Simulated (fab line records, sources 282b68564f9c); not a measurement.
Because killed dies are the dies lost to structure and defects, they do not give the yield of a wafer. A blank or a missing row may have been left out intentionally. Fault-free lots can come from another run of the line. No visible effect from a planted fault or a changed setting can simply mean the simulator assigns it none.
Comparing a struck lot with a sound one / flow rit_cmos / 14 out of 202 route steps
Sound: these wafers, L273.1, L273.2, L273.5. Struck: wafers L285.3, L285.4, L285.5. The cause is given at the end.
Per side, at each step with rows, come the tool, then ch with its chambers, and then its first start. Under that, the readings that differ: sound wafers / struck wafers / difference of the means / sigmas: that difference in standard deviations of wafers without a fault.
alike: readings whose means differ by less than 2 such deviations, and words and numbers that are the same on both sides. not compared: withheld readings, readings that some wafer has no value for, bounds like >300 that may hide the same value, and numbers for which the record gives no deviation and whose values overlap.
Wherever a step has rows on one side only, a row that says differs or no value, or a row with sigmas, the two part there. When numbers do not overlap yet have no deviation, they are printed without sigmas and do not part them. A reading that every wafer of one side lacks parts them only if that side has two wafers or more.

first, 3 steps without rows for these wafers: RIT_GATE_CLEAN_02 (cleans in dHF, time 30 s); RIT_GATE_CLEAN_03 (cleans in SC2, time 600 s); RIT_GATE_CLEAN_04 (cleans in dHF, time 58.39 s).
RIT_FOX2_THK_MEAS_91:
  sound on film_metro-02, day 2 08:26; struck on film_metro-01, day 4 23:30
  alike: FIELD_OXIDE_LEFT_2_THK
then, 2 steps without rows for these wafers: RIT_GATE_OXIDATION_05 (target thk 3 nm, ox time 270 s); RIT_GATE_ANNEAL_06 (time 600 s).
RIT_GATE_THK_MEAS_07:
  sound on film_metro-03, day 2 12:49; struck on film_metro-01, day 5 02:07
reading=GATE_OXIDE_THK (nm); sound=3.20 3.12 3.11; struck=2.97 3.01 2.95; difference=-0.17; sigmas=-3
then, 1 step without rows for these wafers: RIT_GATE_CVD_08 (deposits poly-Si from SiH4, target thk 250 nm, time 2220 s).
RIT_GATE_THK_MEAS_09:
  sound on film_metro-03, day 2 14:29; struck on film_metro-03, day 5 04:57
  alike: GATE_POLY_THK
then, 3 steps without rows for these wafers: RIT_GATE_HMDS_10 (prime time 60 s); RIT_GATE_COAT_11 (resist thk 850 nm); RIT_GATE_SOFTBAKE_12 (time 60 s).
RIT_GATE_EXPOSE_13: exposes mask M6, target cd 150 nm.
  struck on iline_stepper-02, day 5 05:36; sound on iline_stepper-02 ch 0, day 2 15:08
  no value came back on the struck wafers for exposure_dose_mJ_cm2, focus_offset_nm (nm), stage_vel_mm_s (mm/s); on the sound wafers exposure_dose_mJ_cm2 reads 380.3 380.0 379.3
  alike: mask
next, for these wafers, 1 step has no rows: RIT_GATE_PEB_14.

== WHERE THEY PART ==
At RIT_GATE_THK_MEAS_07 first; at RIT_GATE_EXPOSE_13 last (within this record only).

WHY: what the simulator had put in
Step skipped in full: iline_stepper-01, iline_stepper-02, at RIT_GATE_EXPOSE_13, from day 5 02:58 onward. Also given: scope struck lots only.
